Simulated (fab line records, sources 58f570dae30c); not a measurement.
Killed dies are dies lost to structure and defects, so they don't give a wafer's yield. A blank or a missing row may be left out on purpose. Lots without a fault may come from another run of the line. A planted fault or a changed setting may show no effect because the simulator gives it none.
A struck lot beside a sound one | flow berkeley_cmos170 | 42 steps out of a route of 331
Sound: wafers L781.2, L781.5, L781.6. Struck: wafers L785.2, L785.4, L785.5. The cause comes at the end.
At each step with rows: each side's tool, then ch and its chambers, then its first start. Under that, the readings that differ: sound wafers | struck wafers | difference of the means | sigmas: that difference in standard deviations of wafers without a fault.
alike: readings whose means differ by less than 2 such deviations, and words and numbers that are the same on both sides. not compared: withheld readings, readings that some wafer has no value for, bounds like >300 that may hide the same value, and numbers for which the record gives no deviation and whose values overlap.
The two part at a step that has a row with sigmas, a row that says differs or no value, or rows on one side only. Numbers that don't overlap but have no deviation are shown without sigmas and don't part them. A reading that every wafer of one side lacks parts them only if that side has two wafers or more.

first, 7 steps without rows for these wafers: UCB170_ACTIVE_CLEAN_17 (cleans in SPM, time 600 s); UCB170_PFIELD_HMDS_00 (prime time 60 s); UCB170_PFIELD_COAT_01 (resist thk 900 nm); UCB170_PFIELD_SOFTBAKE_02 (time 60 s); UCB170_PFIELD_EXPOSE_03 (exposes mask PFIELD, target cd 1500 nm); UCB170_PFIELD_PEB_04; UCB170_PFIELD_DEVELOP_05 (develop time 45 s).
UCB170_PFIELD_OVL_MEAS_06:
  sound on overlay-02, day 5 01:16; struck on overlay-02, day 5 21:49
  alike: PFIELD_OVL
then, 1 step without rows for these wafers: UCB170_PFIELD_IMPLANT_07.
UCB170_PFIELD_STRIP_08: strips in O2.
  sound on plasma_asher-01 ch 0,1, day 5 01:26; struck on plasma_asher-04 ch 1, day 5 21:59
  reading                      | sound             | struck            | difference | sigmas
  strip_time_to_endpoint_s (s) | 21.74 21.73 21.78 | 21.62 21.59 21.65 | -0.13      | -3
  alike: chamber_pressure_mTorr, drypump_motor_current_A, oes_product_au
  not compared: rf_hours_counter_h
UCB170_PFIELD_TW_MEAS_09:
  sound on film_metro-01, day 5 01:33; struck on film_metro-03, day 5 22:06
  alike: PFIELD_TW
then, 1 step without rows for these wafers: UCB170_FIELD_CLEAN_00 (cleans in dHF, time 7.5 s).
UCB170_FIELD_OXIDATION_01: target thk 558.3 nm, ox time 7200 s.
  sound on furnace-04 ch 0, day 5 06:36; struck on furnace-04 ch 0, day 6 05:10
  reading                                      | sound             | struck          | difference | sigmas
  ox_time_s (s)                                | 7200 7200 7200    | 9648 9648 9648  | +2448      |
  model.SiO2_of_FIELD_OXIDATION_01.thk_nm (nm) | 559.6 559.6 572.1 | 672.8 684 685.6 | +117.0     |
  alike: spike_tc_centre_C
UCB170_FIELD_THK_MEAS_02:
  sound on film_metro-02, day 5 09:37; struck on film_metro-01, day 6 08:25
  reading              | sound       | struck      | difference | sigmas
  FIELD_OXIDE_THK (nm) | 559 560 572 | 673 684 686 | +117       | +10
  not compared: hold
then, 2 steps without rows for these wafers: UCB170_FIELD_WET_ETCH_04 (etches SiO2 in dHF, time 60 s); UCB170_FIELD_WET_ETCH_05 (etches Si3N4 in H3PO4, time 12600 s).
UCB170_FIELD_WET_ETCH_06: etches SiO2 in BOE, time 22 s.
  sound on wet_bench-02 ch 2, day 5 19:29; struck on wet_bench-02 ch 0, day 6 22:53
  reading                                      | sound           | struck            | difference | sigmas
  model.SiO2_of_FIELD_OXIDATION_01.thk_nm (nm) | 440 439.9 452.5 | 556.9 567.9 569.8 | +120.7     |
UCB170_FIELD_THK_MEAS_90:
  sound on film_metro-02, day 5 19:31; struck on film_metro-01, day 6 23:08
  reading                     | sound       | struck      | difference | sigmas
  FIELD_OXIDE_LEFT_1_THK (nm) | 440 440 452 | 557 568 569 | +121       | +10
  not compared: hold
then, 1 step without rows for these wafers: UCB170_SACOX_OXIDATION_01 (target thk 14.4 nm, ox time 2400 s).
UCB170_SACOX_THK_MEAS_02:
  sound on film_metro-03, day 6 01:09; struck on film_metro-04, day 7 05:16
  reading              | sound          | struck         | difference | sigmas
  SACOX_OXIDE_THK (nm) | 13.8 13.6 13.6 | 12.9 12.7 12.8 | -0.9       | -3
then, 1 step without rows for these wafers: UCB170_SCREENOX_WET_ETCH_00 (etches SiO2 in dHF, time 200 s).
UCB170_SCREENOX_OXIDATION_01: target thk 14.4 nm, ox time 2400 s.
  sound on furnace-02 ch 0, day 6 07:34; struck on furnace-01 ch 0, day 7 06:19
  reading                                         | sound             | struck            | difference | sigmas
  spike_tc_centre_C (C)                           | 904.5 902.9 903.6 | 900.4 899.5 900.3 | -3.6       | -3
  model.SiO2_of_SCREENOX_OXIDATION_01.thk_nm (nm) | 14.54 14.67 14.47 | 14.87 15.05 14.96 | +0.40      |
  alike: ox_time_s
UCB170_SCREENOX_THK_MEAS_02:
  sound on film_metro-03, day 6 09:14; struck on film_metro-03, day 7 07:59
  alike: SCREENOX_OXIDE_THK
then, 7 steps without rows for these wafers: UCB170_SCREENOX_ANNEAL_03 (time 900 s); UCB170_NVT_HMDS_00 (prime time 60 s); UCB170_NVT_COAT_01 (resist thk 900 nm); UCB170_NVT_SOFTBAKE_02 (time 60 s); UCB170_NVT_EXPOSE_03 (exposes mask PWELL, target cd 3000 nm); UCB170_NVT_PEB_04; UCB170_NVT_DEVELOP_05 (develop time 45 s).
UCB170_NVT_OVL_MEAS_06:
  sound on overlay-02, day 6 18:09; struck on overlay-02, day 7 11:47
  reading      | sound | struck     | difference | sigmas
  NVT_OVL (nm) | 9 6 3 | -16 -9 -15 | -19        | -3
then, 1 step without rows for these wafers: UCB170_NVT_IMPLANT_07.
UCB170_NVT_STRIP_08: strips in O2.
  sound on plasma_asher-01 ch 0,1, day 6 18:29; struck on plasma_asher-01 ch 0,1, day 7 11:58
  reading                      | sound             | struck            | difference | sigmas
  strip_time_to_endpoint_s (s) | 21.71 21.67 21.70 | 21.58 21.61 21.53 | -0.12      | -2
  alike: chamber_pressure_mTorr, drypump_motor_current_A, oes_product_au
  not compared: rf_hours_counter_h
UCB170_NVT_TW_MEAS_09:
  sound on film_metro-02, day 6 18:36; struck on film_metro-01, day 7 12:05
  alike: NVT_TW
then, 6 steps without rows for these wafers: UCB170_NVT_CLEAN_10 (cleans in SPM, time 600 s); UCB170_PVT_HMDS_00 (prime time 60 s); UCB170_PVT_COAT_01 (resist thk 900 nm); UCB170_PVT_SOFTBAKE_02 (time 60 s); UCB170_PVT_EXPOSE_03 (exposes mask NWELL, target cd 3000 nm); UCB170_PVT_PEB_04.
UCB170_FIELD_THK_MEAS_91:
  sound on film_metro-04, day 6 20:07; struck on film_metro-01, day 7 15:11
  reading                     | sound       | struck      | difference | sigmas
  FIELD_OXIDE_LEFT_2_THK (nm) | 351 351 363 | 468 479 481 | +121       | +10
  not compared: hold
then, 1 step without rows for these wafers: UCB170_M3_PROBE_99.

WHERE THEY PART
First at UCB170_PFIELD_STRIP_08; last, within this record, at UCB170_FIELD_THK_MEAS_91.

WHY: what the simulator had put in
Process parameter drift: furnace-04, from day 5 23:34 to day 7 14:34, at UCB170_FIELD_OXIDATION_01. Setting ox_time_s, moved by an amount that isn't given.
